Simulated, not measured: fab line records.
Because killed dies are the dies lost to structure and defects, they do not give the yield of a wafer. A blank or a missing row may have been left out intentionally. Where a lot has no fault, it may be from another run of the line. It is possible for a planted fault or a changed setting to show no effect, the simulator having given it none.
A lot that was struck, set against a sound lot ; flow rit_cmos ; 15 out of 202 route steps
Sound: the wafers L555.4, L555.5, L555.6. Wafers struck: L556.1, L556.4, L556.6. The cause is given at the end.
Each step with rows lists, per side, the tool, then ch with its chambers, then its first start. Under that, the readings that differ: sound wafers ; struck wafers ; difference of the means ; sigmas: that difference in standard deviations of wafers without a fault.
alike: readings whose means differ by less than 2 such deviations, and words and numbers that are the same on both sides. not compared: withheld readings, readings that some wafer has no value for, bounds like >300 that may hide the same value, and numbers for which the record gives no deviation and whose values overlap.
A row with sigmas, a row that says differs or no value, or rows on one side alone: a step with any of these is where the two part. Non-overlapping numbers with no deviation appear without sigmas and do not part them. A reading that every wafer of one side lacks parts them only if that side has two wafers or more.

RIT_PWELL_TW_MEAS_10:
  sound: film_metro-01 at day 6 04:49; struck: film_metro-01 at day 6 08:37
  alike: PWELL_TW
then, 1 step without rows for these wafers: RIT_WELLDRIVE_ANNEAL_00 (time 14700 s).
RIT_WELLDRIVE_RS_MEAS_01: the measuring method here is four-point-probe.
  sound: film_metro-01 at day 6 10:23; struck: film_metro-03 at day 6 13:46
  alike: NWELL_RS
RIT_WELLDRIVE_RS_MEAS_02: the measuring method here is four-point-probe.
  sound: film_metro-01 at day 6 10:31; struck: film_metro-03 at day 6 13:53
  alike: PWELL_RS
then, 6 steps without rows for these wafers: RIT_NRETRO_HMDS_00 (prime time 60 s); RIT_NRETRO_COAT_01 (resist thk 1300 nm); RIT_NRETRO_SOFTBAKE_02 (time 60 s); RIT_NRETRO_EXPOSE_03 (exposes mask M4, target cd 43900 nm); RIT_NRETRO_PEB_04; RIT_NRETRO_DEVELOP_05 (develop time 68 s).
RIT_NRETRO_OVL_MEAS_06:
  sound: overlay-02 at day 6 11:28; struck: overlay-01 at day 6 15:00
  alike: NRETRO_OVL
then, 1 step without rows for these wafers: RIT_NRETRO_HARDBAKE_07 (time 120 s).
RIT_NRETRO_IMPLANT_08:
  sound on implanter-02 ch 0, day 6 11:49; struck on implanter-03 ch 0, day 6 15:17
reading;sound;struck;difference;sigmas
beam_energy_keV;69.999 69.982 70.014;75.089 75.088 75.079;+5.087;+99 or more
model.implant.rp_nm (nm);83.97 83.97 83.97;87.2 87.2 87.2;+3.2;
model.implant.drp_nm (nm);33.94 33.94 33.94;36 36 36;+2;
RIT_NRETRO_STRIP_09: strips in O2, time 180 s.
  sound on plasma_asher-03 ch 0,1, day 6 11:56; struck on plasma_asher-04 ch 0,1, day 6 15:26
  alike: drypump_motor_current_A
  not compared: rf_hours_counter_h
RIT_M1_PROBE_99:
  sound: prober-02 at day 7 17:37; struck: prober-01 at day 7 22:09
  alike: killed_at_M0_to_M3, killed_at_contacts, killed_at_front_end, killed_dies, killed_open, killed_short

WHERE THEY PART
RIT_NRETRO_IMPLANT_08 only, going by this record. Later steps at which nothing parts them and some readings are alike: RIT_NRETRO_STRIP_09, RIT_M1_PROBE_99.

WHY: what the simulator had put in
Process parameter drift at RIT_NRETRO_IMPLANT_08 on implanter-03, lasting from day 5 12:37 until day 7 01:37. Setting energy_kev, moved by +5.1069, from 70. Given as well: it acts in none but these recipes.
